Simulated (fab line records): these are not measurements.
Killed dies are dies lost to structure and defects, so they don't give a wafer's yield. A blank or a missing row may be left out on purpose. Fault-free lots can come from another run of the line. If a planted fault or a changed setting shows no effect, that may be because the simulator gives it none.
Lot-split experiment -- flow berkeley cmos170 -- 23 wafers read from 5 lots, route of 331 steps

== SPLIT DETAILS ==
At UCB170_NWELL_IMPLANT_14, the setting dose cm2 was moved away from the recipe's 1e+13 on 11 of the 23 wafers read, by -6.2% to +5.9%. All remaining wafers had this setting at the recipe value.

== BETWEEN THE SPLIT AND THE READING: the file shows 1 step in between ==
- UCB170_NWELL_STRIP_15: strips in O2

== THE READING ==
NWELL_TW, at UCB170_NWELL_TW_MEAS_16. On this fab line, fault-free wafers typically give 1238 with a standard deviation of 4.4.

wafer,"tool, chamber at the split",dose cm2 as run,against the recipe,NWELL_TW,against lot-mates on the recipe
L074.1,"implanter-03, 0",9.385e+12,-6.2%,1208,-23
L074.2,"implanter-03, 0",1e+13,recipe,1234,-
L074.3,"implanter-03, 0",9.385e+12,-6.2%,1206,-25
L074.4,"implanter-03, 0",1e+13,recipe,1228,-
L074.6,"implanter-03, 0",9.385e+12,-6.2%,1212,-19
L078.1,"implanter-04, 0",1.059e+13,+5.9%,1259,+24
L078.3,"implanter-04, 0",1.059e+13,+5.9%,1260,+25
L078.4,"implanter-04, 0",1e+13,recipe,1237,-
L078.5,"implanter-04, 0",1e+13,recipe,1238,-
L078.6,"implanter-04, 0",1e+13,recipe,1230,-
L080.1,"implanter-04, 0",1e+13,recipe,1240,-
L080.2,"implanter-04, 0",1.057e+13,+5.7%,1252,+9
L080.3,"implanter-04, 0",1e+13,recipe,1246,-
L080.4,"implanter-04, 0",1.057e+13,+5.7%,1270,+27
L080.6,"implanter-04, 0",1.057e+13,+5.7%,1270,+27
L082.1,"implanter-03, 0",1e+13,recipe,1242,-
L082.2,"implanter-03, 0",1e+13,recipe,1238,-
L082.4,"implanter-03, 0",1e+13,recipe,1239,-
L085.1,"implanter-04, 0",1e+13,recipe,1236,-
L085.2,"implanter-04, 0",9.768e+12,-2.3%,1225,-8
L085.4,"implanter-04, 0",1e+13,recipe,1231,-
L085.5,"implanter-04, 0",9.768e+12,-2.3%,1223,-10
L085.6,"implanter-04, 0",9.768e+12,-2.3%,1226,-8

FIT RESULTS
A straight line over all 23 wafers: NWELL_TW changes by +4.51 for each +1% of dose cm2; r = +0.96; the points scatter about the line by 5.2.
The same after taking each lot's own level away (the mean of its wafers on the recipe; 23 wafers): +3.78 for each +1%; r = +0.96; scatter 4.1.
According to that fit, moving dose cm2 by its largest amount changes the reading by 23.
Measured against the standard deviation above, the lots' own levels, which go from 1231.0 to 1243.0, span 2.7 times it.
So the lot-to-lot level changes the slope: the two fits differ.
Check: for one of the wafers moved furthest among these (-6.2%), held out of the fit, the line's prediction against its lot-mates is -23. It came out at -23 against them.

== ADDITIONAL SPLITS CARRIED BY THESE WAFERS ==
Note: prior to the reading, these wafers also went through further splits. Each is held against what the fit with the lots' levels taken away leaves over:
other split on the same wafers,wafers away from the commonest value,r with NWELL_TW (lot level and that fit taken away)
UCB170_NWELL_CVD_04 pressure mtorr,18,+0.03

== THE FILE'S OWN FIT ==
NWELL_TW changes by +3.85 for each +1% of dose cm2, r = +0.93.
